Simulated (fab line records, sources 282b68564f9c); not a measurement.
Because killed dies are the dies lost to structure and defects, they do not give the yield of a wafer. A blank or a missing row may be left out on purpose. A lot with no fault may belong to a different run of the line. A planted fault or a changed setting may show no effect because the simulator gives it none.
fab line records	flow rit_cmos
[record] lots = 14	wafers = 42	last_day = 7
route steps=202 shown REOX@102 PLDD@123 CONTACT@171 M1@194
lots with no fault: from the same line, run without faults
start_h: hours from the record's opening day to when the first of the lot's shown wafers began	wait_h: time in hours since the lot's previous step	" unchanged from the row above	L1.1+2: a single row standing in for several wafers	- value missing, or start not given	* or withheld: withheld	< > ~ a bound
route shown NAME@n: names a module that has steps shown in the file, with the first one's number in the route	usual: mean/standard deviation taken from wafers without a fault	same: alike in all rows	chamber/n: place in a boat	sites: each site's reading	_std_site: standard deviation across them	_edge_site: the outer-site mean with the inner-site mean subtracted	radius_mm: how far each site lies from the wafer's centre	mask NAME#n: copy n	behind: the most recent tool/chamber to have shaped the wafer	hold: what put the lot on hold/how long, in hours/how the hold closed	device: transistor that didn't switch, given as n, p or np	end of line: the same wafers' tests at the end of the route	a step given without rows: its recipe and nothing more	killed: at the first sort, the dies lost to defects and structure; wafer yield is something else	map: per-die view of a wafer (x killed, . not killed, _ where there is no die)
set.NAME: the run value of the setting; set.NAME@STEP: its run value at that earlier step	model.NAME: the simulator's own value behind a step, which no gauge read
route steps across a sampled set of lots; one table per step, one row per wafer
services: from which hour (start_h, from the record's first day; less than 0 if before it) a tool's chamber was out of use, for how many hours, and why
[[steps]]
[step RIT_REOX_THK_MEAS_04]
[recipe] reads = SiO2_of_REOX_OXIDATION_03
[usual] REOX_OXIDE_THK = 24.9/0.4
lot.wafer	tool	chamber	start_h	wait_h	REOX_OXIDE_THK[nm]
L270.1	film_metro-04	-	44.60	0.0	25.1
L270.3	"	-	"	"	25.1
L270.5	"	-	"	"	25.3
L272.2	film_metro-01	-	55.41	0.0	25.1
L272.3	"	-	"	"	24.7
L272.5	"	-	"	"	24.6
L273.1	film_metro-01	-	57.11	0.0	25.1
L273.4	"	-	"	"	24.5
L273.6	"	-	"	"	25.0
L275.1	film_metro-03	-	68.91	0.0	25.0
L275.2	"	-	"	"	25.1
L275.5	"	-	"	"	25.1
L276.1	film_metro-04	-	72.29	0.0	25.3
L276.3	"	-	"	"	24.4
L276.5	"	-	"	"	24.6
L277.2	film_metro-04	-	76.34	0.0	24.8
L277.5	"	-	"	"	24.1
L277.6	"	-	"	"	24.6
L278.1	film_metro-03	-	82.73	0.0	25.2
L278.4	"	-	"	"	25.5
L278.5	"	-	"	"	25.0
L279.3	film_metro-04	-	85.75	0.0	24.9
L279.4	"	-	"	"	24.3
L279.6	"	-	"	"	24.3
L284.3	film_metro-04	-	112.41	0.0	25.3
L284.4	"	-	"	"	25.2
L284.6	"	-	"	"	25.5
L285.1	film_metro-01	-	116.30	0.0	25.8
L285.2	"	-	"	"	25.6
L285.6	"	-	"	"	25.8
L287.3	film_metro-01	-	124.51	0.0	25.4
L287.4	"	-	"	"	25.7
L287.5	"	-	"	"	25.5
L288.1	film_metro-04	-	135.76	0.0	25.2
L288.2	"	-	"	"	25.0
L288.3	"	-	"	"	24.8
L291.1	film_metro-03	-	145.66	0.0	24.7
L291.4	"	-	"	"	25.0
L291.5	"	-	"	"	24.7
L293.2	film_metro-04	-	156.01	0.0	24.2
L293.4	"	-	"	"	24.3
L293.6	"	-	"	"	24.2
[step RIT_PLDD_STRIP_09]
[recipe] chemistry = O2	time_s = 180	resist = NOVOLAK	platen_temp_c = withheld	power_w = 500	pressure_mtorr = 4000	o2_flow_sccm = 4000
[usual] chamber_pressure_mTorr = 4000/3.7	drypump_motor_current_A = 5.4/0.46
lot.wafer	tool	chamber	start_h	wait_h	chamber_pressure_mTorr	drypump_motor_current_A	rf_hours_counter_h
L270.1	plasma_asher-01	0	47.27	0.1	3997	4.8	25
L270.3	"	0	"	"	4003	4.8	-
L270.5	"	0	"	"	3999	4.8	-
L272.2	plasma_asher-01	1	58.40	0.1	4002	5.9	27
L272.3	"	1	"	"	3994	5.9	-
L272.5	"	0	"	"	3998	4.8	-
L273.1	plasma_asher-01	1	60.02	0.1	4003	5.8	27
L273.4	"	0	"	"	4006	4.8	-
L273.6	"	1	"	"	4003	5.9	-
L275.1	plasma_asher-04	1	71.75	0.1	4001	5.5	44
L275.2	"	0	"	"	4002	5.8	44
L275.5	"	0	"	"	3994	5.8	-
L276.1	plasma_asher-03	1	75.09	0.1	3998	5.7	44
L276.3	"	1	"	"	4004	5.7	-
L276.5	"	0	"	"	4003	4.8	-
L277.2	plasma_asher-03	0	79.12	0.1	4007	4.8	44
L277.5	"	1	"	"	4000	5.7	-
L277.6	"	0	"	"	4000	4.8	-
L278.1	plasma_asher-03	1	85.55	0.1	4001	5.7	45
L278.4	"	1	"	"	4000	5.8	-
L278.5	"	1	"	"	4000	5.8	-
L279.3	plasma_asher-01	0	88.60	0.1	3999	4.8	-
L279.4	"	1	"	"	3996	5.9	-
L279.6	"	1	"	"	4006	5.9	-
L284.3	plasma_asher-01	0	115.40	0.1	4005	4.8	-
L284.4	"	1	"	"	3997	5.9	-
L284.6	"	0	"	"	4002	4.8	-
L285.1	plasma_asher-04	1	119.04	0.1	4006	5.5	0
L285.2	"	0	"	"	4001	5.8	0
L285.6	"	0	"	"	4000	5.8	-
L287.3	plasma_asher-03	1	127.44	0.1	4005	5.7	-
L287.4	"	0	"	"	4005	4.8	-
L287.5	"	1	"	"	4003	5.7	-
L288.1	plasma_asher-01	0	138.87	0.1	4003	4.8	34
L288.2	"	1	"	"	3999	5.9	34
L288.3	"	0	"	"	3997	4.8	-
L291.1	plasma_asher-03	1	148.58	0.1	3995	5.7	52
L291.4	"	0	"	"	4003	4.8	-
L291.5	"	0	"	"	4004	4.8	-
L293.2	plasma_asher-03	0	158.79	0.1	3998	4.8	54
L293.4	"	0	"	"	3998	4.8	-
L293.6	"	0	"	"	4000	4.8	-
[step RIT_CONTACT_COAT_03]
[recipe] resist = NOVOLAK	spin_rpm = 3250	resist_thk_nm = 1000
[usual] chill_plate_temp_C = 22.99/0.1	dispense_pressure_kPa = 51.5/2.6	exhaust_pa = 44.8/0.74
lot.wafer	tool	chamber	start_h	wait_h	chill_plate_temp_C	dispense_pressure_kPa	exhaust_pa
L270.1	litho_track-01	0	54.67	0.1	22.68	50.3	43.9
L270.3	"	0	"	"	22.79	50.3	46.4
L270.5	"	0	"	"	22.90	50.3	45.8
L272.2	litho_track-03	0	65.95	0.1	22.90	55.5	44.7
L272.3	"	0	"	"	22.92	55.5	44.1
L272.5	"	0	"	"	23.05	55.6	44.7
L273.1	litho_track-01	0	67.46	0.1	23.17	50.2	44.1
L273.4	"	0	"	"	23.11	50.2	43.4
L273.6	"	0	"	"	23.14	50.2	43.9
L275.1	litho_track-01	0	79.32	0.1	23.06	50.2	44.7
L275.2	"	0	"	"	22.92	50.3	45.9
L275.5	"	0	"	"	23.12	50.3	44.6
L276.1	litho_track-02	0	82.52	0.1	23.05	49.5	45.3
L276.3	"	0	"	"	23.09	49.6	44.8
L276.5	"	0	"	"	23.02	49.5	45.1
L277.2	litho_track-03	0	86.73	0.1	23.12	55.5	45.4
L277.5	"	0	"	"	22.95	55.5	44.8
L277.6	"	0	"	"	23.06	55.5	44.5
L278.1	litho_track-01	-	92.97	0.1	-	-	-
L278.4	"	-	"	"	-	-	-
L278.5	"	-	"	"	-	-	-
L279.3	litho_track-02	-	96.15	0.1	-	-	-
L279.4	"	-	"	"	-	-	-
L279.6	"	-	"	"	-	-	-
L284.3	litho_track-03	0	123.10	0.1	22.94	55.5	45.8
L284.4	"	0	"	"	22.86	55.5	45.6
L284.6	"	0	"	"	22.92	55.5	46.1
L285.1	litho_track-02	0	126.56	0.1	22.85	49.6	44.1
L285.2	"	0	"	"	22.92	49.6	45.1
L285.6	"	0	"	"	22.77	49.6	44.6
L287.3	litho_track-01	0	134.74	0.1	22.90	50.3	45.7
L287.4	"	0	"	"	23.01	50.3	44.9
L287.5	"	0	"	"	23.12	50.3	43.2
L288.1	litho_track-03	0	146.39	0.1	22.84	55.5	45.6
L288.2	"	0	"	"	22.87	55.5	44.8
L288.3	"	0	"	"	22.97	55.5	43.9
L291.1	litho_track-01	0	156.08	0.1	23.00	50.3	45.7
L291.4	"	0	"	"	22.97	50.3	44.7
L291.5	"	0	"	"	22.98	50.3	45.5
L293.2	litho_track-02	0	167.03	0.1	23.16	49.6	45.2
L293.4	"	0	"	"	23.07	49.6	44.9
L293.6	"	0	"	"	22.98	49.5	46.2
[step RIT_CONTACT_CD_MEAS_08]
[recipe] target_cd_nm = 1000
[usual] cd_nm = 1000.1/2.3
lot.wafer	tool	chamber	start_h	wait_h	cd_nm
L270.1	cd_sem-02	-	55.48	-	1002.9
L270.3	"	-	"	"	1001.9
L270.5	"	-	"	"	1002.5
L272.2	cd_sem-02	-	66.88	-	1000.5
L272.3	"	-	"	"	999.6
L272.5	"	-	"	"	1002.1
L273.1	cd_sem-02	-	68.28	-	1001.8
L273.4	"	-	"	"	1001.6
L273.6	"	-	"	"	1001.6
L275.1	cd_sem-02	-	80.26	-	1001.2
L275.2	"	-	"	"	1001.4
L275.5	"	-	"	"	998.8
L276.1	cd_sem-01	-	83.35	-	999.5
L276.3	"	-	"	"	998.6
L276.5	"	-	"	"	999.4
L277.2	cd_sem-02	-	87.54	-	998.2
L277.5	"	-	"	"	998.4
L277.6	"	-	"	"	1000.6
L278.1	cd_sem-01	-	94.01	-	-
L278.4	"	-	"	"	-
L278.5	"	-	"	"	-
L279.3	cd_sem-01	-	97.21	-	-
L279.4	"	-	"	"	-
L279.6	"	-	"	"	-
L284.3	cd_sem-02	-	124.03	-	1002.9
L284.4	"	-	"	"	1002.6
L284.6	"	-	"	"	1000.7
L285.1	cd_sem-01	-	127.37	-	997.2
L285.2	"	-	"	"	996.9
L285.6	"	-	"	"	995.2
L287.3	cd_sem-02	-	135.55	-	999.6
L287.4	"	-	"	"	1001.2
L287.5	"	-	"	"	998.0
L288.1	cd_sem-02	-	147.33	-	997.3
L288.2	"	-	"	"	997.9
L288.3	"	-	"	"	997.9
L291.1	cd_sem-01	-	156.89	-	1000.6
L291.4	"	-	"	"	1000.5
L291.5	"	-	"	"	998.5
L293.2	cd_sem-01	-	167.84	-	1003.7
L293.4	"	-	"	"	1003.7
L293.6	"	-	"	"	1004.9
[step RIT_M1_OVL_MEAS_10]
[usual] M1_OVL = 0.7/1.3
lot.wafer	tool	chamber	start_h	wait_h	M1_OVL[nm]
L270.1	overlay-02	-	58.41	0.1	-0.3
L270.3	"	-	"	"	-0.9
L270.5	"	-	"	"	-1.1
L272.2	overlay-02	-	69.61	0.1	-2.1
L272.3	"	-	"	"	-0.6
L272.5	"	-	"	"	1.2
L273.1	overlay-02	-	70.89	0.1	-0.3
L273.4	"	-	"	"	-0.6
L273.6	"	-	"	"	-2.0
L275.1	overlay-01	-	83.20	0.1	0.5
L275.2	"	-	"	"	0.0
L275.5	"	-	"	"	2.0
L276.1	overlay-02	-	86.27	0.1	-1.7
L276.3	"	-	"	"	-0.5
L276.5	"	-	"	"	-2.0
L277.2	overlay-02	-	90.33	0.1	0.9
L277.5	"	-	"	"	1.3
L277.6	"	-	"	"	-0.2
L284.3	overlay-01	-	126.79	0.1	1.7
L284.4	"	-	"	"	0.7
L284.6	"	-	"	"	0.6
L285.1	overlay-01	-	130.12	0.1	0.8
L285.2	"	-	"	"	2.5
L285.6	"	-	"	"	3.0
L287.3	overlay-01	-	138.28	0.1	2.7
L287.4	"	-	"	"	2.3
L287.5	"	-	"	"	2.3
L288.1	overlay-01	-	150.13	0.1	0.5
L288.2	"	-	"	"	3.4
L288.3	"	-	"	"	0.9
L291.1	overlay-02	-	159.51	0.1	-1.1
L291.4	"	-	"	"	0.6
L291.5	"	-	"	"	2.0
L293.2	overlay-01	-	170.46	0.1	-0.9
L293.4	"	-	"	"	-2.9
L293.6	"	-	"	"	-0.6
[[services]]
tool	chamber	start_h	hours	kind
plasma_asher-04	-	54.47	2.2	repair
plasma_asher-01	-	70.32	15.6	pm
plasma_asher-04	-	108.75	9.0	pm
plasma_asher-04	0	108.75	9.0	vent_cycle
plasma_asher-04	1	108.75	9.0	vent_cycle
plasma_asher-04	0	117.75	-	clean
plasma_asher-04	1	117.75	-	clean
[[key]]
[first_sign] step = RIT_CONTACT_COAT_03	reading = tool_record	direction = missing
[effect] step = RIT_CONTACT_CD_MEAS_08	reading = cd_nm	direction = missing
met_at RIT_CONTACT_COAT_03
struck_lots L278,L279
later_rows_left_out L278.1,L278.4,L278.5,L279.3,L279.4,L279.6
sort_left_out L278.1,L278.4,L278.5,L279.3,L279.4,L279.6
tester_left_out L278,L279
not_acting_at RIT_REOX_THK_MEAS_04,RIT_PLDD_STRIP_09,RIT_M1_OVL_MEAS_10
onset_between 82.52 92.97
[fault] kind = skipped_step_whole	tool = litho_track-01,litho_track-02	chamber = -	onset_h = 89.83	steps = RIT_CONTACT_COAT_03	scope = struck_lots_only
// tester_left_out: of these lots the tester's yield and bins aren't shown, on N5 and GAA mostly nor the transistor test; their killed dies are dies lost to structure and defects alone, not to doping, threshold or leakage, so they don't give the yield
// sort_left_out: the simulated sort isn't trusted on such a fault, so these wafers' sort isn't shown, and their yield isn't known
// later_rows_left_out: the simulator's readings of these wafers behind a module that went badly wrong aren't trusted and aren't shown, but for the sort
